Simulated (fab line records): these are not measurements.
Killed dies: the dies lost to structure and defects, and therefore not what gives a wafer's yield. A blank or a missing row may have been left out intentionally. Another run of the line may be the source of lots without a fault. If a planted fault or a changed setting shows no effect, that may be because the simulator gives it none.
Problem report in the 8D (eight disciplines) form, filled by code | flow ritCmos | the parts of the form that need people (team, actions taken, sign-off) are left out

## 1. WHAT WENT WRONG
Wafers without a fault read 7, standard deviation 3; killedAtFrontEnd at RIT_M1_PROBE_99 reads a mean of 264 on 12 wafers belonging to 4 lots. That puts it +86 standard deviations away from the usual mean.
First observed at day 5 03:32: wafer L451.3, on prober-01. The record holds 48 wafers of 16 lots with a number at this step. Rule for "out" (also "out of limits"): further than 4 standard deviations from the usual mean. The rest of the wafers with a number are treated as sound.

## 2. WHAT IT IS; WHAT IT IS NOT
question                    | is                                        | is not
which readings at this step | killedAtFrontEnd, killedDies, killedOnRim | killedAtContacts, killedOpen
which lots                  | L451, L452, L453, L454                    | L443, L444, L445, L446, L447, L448, L449, L450, L461, L463, L464, L465
which wafers of those lots  | all that have a number                    | -
read on which tools         | prober-01, prober-02                      | -
when                        | from day 5 03:32                          | up to then (24 sound wafers); but 12 sound wafers of L461, L463, L464, L465 came after

## 3. THE SUSPECTS, EACH WITH WHAT RULES IT OUT
Counting: a tool at any process step up to the reading remains a suspect when it ran all the lots that are out and ran no sound lot after the first of those.
- ilineStepper-02 at RIT_PWELL_EXPOSE_03 (exposes mask M3, target cd 43700 nm): kept. It processed each lot that is out, first L451 at day 3 13:55, and no sound lot thereafter; up to then, the last sound lot it processed was L450 at day 3 09:08.
After counting, what remains is ilineStepper-02 at RIT_PWELL_EXPOSE_03.

## 4. THE CAUSE (what the simulator had put in)
Scanner matching overlay: ilineStepper-02, from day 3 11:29 on, at RIT_PWELL_EXPOSE_03. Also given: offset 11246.
This tool alone remained once counting was done.

## 5. SEQUENCE OF EFFECTS, ordered by route
Rows list readings where the struck wafers' mean (over those with a number) sits beyond 3 standard deviations from the usual. Only readings whose record carries a usual standard deviation are examined. hours: median over the lots of the time between each lot's start at the first step of this table that gives one and its start at this step. sigmas: the change, counted in usual standard deviations.
hours | step            | reading          | usual | on struck wafers | change | sigmas
0     | RIT_M1_PROBE_99 | killedAtFrontEnd | 7     | 264              | +257   | +86
0     | RIT_M1_PROBE_99 | killedDies       | 7     | 264              | +257   | +86
0     | RIT_M1_PROBE_99 | killedOnRim      | 1.8   | 70.0             | +68.2  | +52
Here are the process steps it includes:
- RIT_M1_PROBE_99
Readings that are blank on the struck wafers while sound wafers have them: PWELL_OVL at RIT_PWELL_OVL_MEAS_06.

## 6. HOW IT WOULD HAVE BEEN CAUGHT EARLIER
First out-of-limits reading in this record: day 5 03:32, which is 40 hours after fault onset at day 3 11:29.
Between RIT_PWELL_EXPOSE_03 and RIT_M1_PROBE_99, RIT_PWELL_OVL_MEAS_06 gave no PWELL_OVL on the struck wafers, where sound wafers have one: a measuring or inspecting step that comes back empty is itself a sign.
Lots out: 4; all had begun RIT_PWELL_EXPOSE_03 on ilineStepper-02 by day 5 03:32. Holding the tool at that point would not have protected any of them.
